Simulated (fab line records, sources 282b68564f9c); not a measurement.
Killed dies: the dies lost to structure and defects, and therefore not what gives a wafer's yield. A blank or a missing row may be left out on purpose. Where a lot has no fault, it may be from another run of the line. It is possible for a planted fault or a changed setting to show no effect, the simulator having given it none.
8D (eight disciplines) problem report, filled in by code ; flow rit_cmos ; the parts of the form that need people (team, actions taken, sign-off) are left out

## 1. WHAT WENT WRONG
cd_nm at RIT_GATE_CD_MEAS_16 reads a mean of 162.3 nm on 6 wafers of 2 lots; wafers without a fault read 149.3 nm with a standard deviation of 2.3. That puts it +5.7 standard deviations away from the usual mean.
The step: target cd 150 nm.
First seen on wafer L903.2, day 5 09:33, on cd_sem-02. The record holds 42 wafers of 14 lots with a number at this step. The rule behind "out" and "out of limits": a value lying over 4 standard deviations away from the usual mean. The rest of the wafers with a number are treated as sound.

## 2. WHAT THIS IS AND IS NOT
question;is;is not
which readings at this step;cd_nm;-
which lots;L903, L905;L890, L891, L892, L893, L896, L898, L899, L900, L904, L910, L912, L913
which wafers of those lots;all that have a number;-
read on which gauges;cd_sem-01, cd_sem-02;-
when;from day 5 09:33;"up to then (24 sound wafers); but 12 sound wafers of L904, L910, L912, L913 came after"

## 3. THE SUSPECTS, EACH WITH WHAT RULES IT OUT
Counting: a tool stays on the suspect list if, at a process step up to the reading, it processed all lots that are out and no sound lot following the first of them.
- the gauge at RIT_GATE_CD_MEAS_16 has been ruled out. Those wafers that are out were read across 2 gauges (cd_sem-01, cd_sem-02).
- litho_track-03 at RIT_GATE_COAT_11 (resist thk 850 nm): kept. It ran every lot that is out, first L903 (day 5 08:44), and no sound lot after that; its last sound lot up to then is L900 (day 4 17:54).
After counting, what remains is litho_track-03 at RIT_GATE_COAT_11.

## 4. THE CAUSE (what the simulator had put in)
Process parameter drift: litho_track-03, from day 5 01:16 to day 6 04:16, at RIT_GATE_COAT_11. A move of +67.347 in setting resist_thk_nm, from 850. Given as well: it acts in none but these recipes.
This tool alone remained once counting was done.

## 5. THE CHAIN OF EFFECTS, in route order
Rows list readings where the struck wafers' mean (over those with a number) sits beyond 3 standard deviations from the usual. Readings are gone through only where the record gives a usual standard deviation; hours: the median, over the lots, of the time from a lot's start at the first step in this table giving one to that lot's start at this step; sigmas: the change measured in usual standard deviations.
hours;step;reading;usual;on struck wafers;change;sigmas
0;RIT_GATE_CD_MEAS_16;cd_nm;149.3 nm;162.3;+13.0;+5.7

## 6. WHAT WOULD HAVE CAUGHT IT SOONER
8 hours passed between the start of the fault at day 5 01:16 and the first reading out of limits at a measuring or inspecting step in this record, taken at day 5 09:33.
An alarm limit of 4 standard deviations would not have fired on the tool readings at RIT_GATE_COAT_11 for which the record gives a usual standard deviation, since none of them was out on any struck wafer.
L905, from the lots that are out (2), started RIT_GATE_COAT_11 on litho_track-03 later than day 5 09:33. Holding the tool at that time would have saved it.
